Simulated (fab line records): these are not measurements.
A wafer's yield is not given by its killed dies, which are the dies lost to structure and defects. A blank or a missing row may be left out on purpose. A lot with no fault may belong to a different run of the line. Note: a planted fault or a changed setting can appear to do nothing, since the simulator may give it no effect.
A lot that was struck, set against a sound lot + flow rit cmos + 15 steps out of a route of 202
Sound: the wafers L254.1, L254.2, L254.6. Struck: wafer L265.3 (L265.1, L265.4, from the same lot, were not struck and are left out); the cause is given at the end.
Order at every step that has rows: each side's tool, ch and its chambers, its first start. Under that, the readings that differ: sound wafers + struck wafers + difference of the means + sigmas: that difference in standard deviations of wafers without a fault.
alike: words and numbers the same on both sides, and readings whose means are apart by under 2 such deviations; not compared: readings that were withheld, readings missing a value for some wafer, numbers with overlapping values and no deviation given by the record, and bounds like >300 which may hide the same value.
Wherever a step has rows on one side only, a row that says differs or no value, or a row with sigmas, the two part there. When numbers do not overlap yet have no deviation, they are printed without sigmas and do not part them. Lack of a reading on every wafer of one side parts them only where that side has two or more wafers.

RIT_GATE_THK_MEAS_07:
  sound on film metro-03, day 3 15:49; struck on film metro-04, day 6 08:07
  alike: GATE_OXIDE_THK
then, 1 step without rows for these wafers: RIT_GATE_CVD_08 (deposits poly-Si from SiH4, target thk 250 nm, time 2220 s).
RIT_GATE_THK_MEAS_09:
  sound on film metro-03, day 3 17:34; struck on film metro-04, day 6 10:36
  alike: GATE_POLY_THK
then, 6 steps without rows for these wafers: RIT_GATE_HMDS_10 (prime time 60 s); RIT_GATE_COAT_11 (resist thk 850 nm); RIT_GATE_SOFTBAKE_12 (time 60 s); RIT_GATE_EXPOSE_13 (exposes mask M6, target cd 150 nm); RIT_GATE_PEB_14; RIT_GATE_DEVELOP_15 (develop time 50 s).
RIT_GATE_CD_MEAS_16: target cd 150 nm.
  sound on cd sem-02, day 3 18:50; struck on cd sem-01, day 6 12:03
  alike: cd nm
RIT_GATE_OVL_MEAS_17:
  sound on overlay-02, day 3 18:58; struck on overlay-01, day 6 12:10
  alike: GATE_OVL
then, 1 step without rows for these wafers: RIT_GATE_HARDBAKE_18 (time 60 s).
RIT_GATE_ETCH_19: etches poly-Si in SF6/CHF3/O2, stops on SiO2, time 165 s, target depth 312.5 nm.
  sound on rie si-02 ch 0,2, day 3 19:19; struck on rie si-01 ch 1, day 6 12:21
| reading                                   | sound             | struck | difference | sigmas |
|-------------------------------------------|-------------------|--------|------------|--------|
| oes product au (a.u.)                     | 0.835 0.859 0.844 | 0.910  | +0.064     | +6     |
| throttle valve pct (%)                    | 10.32 10.15 10.31 | 9.91   | -0.35      | -2     |
| model.NOVOLAK_of_GATE_COAT_11.thk nm (nm) | 666.8 667.7 668.8 | 682.9  | +15.1      |        |
  alike: CHF3_flow_sccm, drypump motor current A
  not compared: rf hours counter h
RIT_GATE_STRIP_20: strips in O2, time 180 s.
  sound on plasma asher-03 ch 0,1, day 3 19:26; struck on plasma asher-03 ch 1, day 6 12:28
  alike: drypump motor current A
  not compared: rf hours counter h
RIT_M1_PROBE_99:
  sound on prober-01, day 4 18:01; struck on prober-02, day 7 10:59
| reading                                          | sound                | struck | difference | sigmas |
|--------------------------------------------------|----------------------|--------|------------|--------|
| model.etest.poly comb over steps.leak log10 a um | -12.77 -12.89 -12.71 | -6.019 | +6.771     |        |
  alike: killed at contacts, killed at front end, killed dies, killed open, killed short

## WHERE THEY PART
Only at RIT_GATE_ETCH_19, within this record. Later steps at which nothing parts them and some readings are alike: RIT_GATE_STRIP_20, RIT_M1_PROBE_99.

WHY: the cause the simulator had injected
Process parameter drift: rie si-01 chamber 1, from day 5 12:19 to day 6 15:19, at RIT_GATE_ETCH_19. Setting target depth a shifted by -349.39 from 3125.
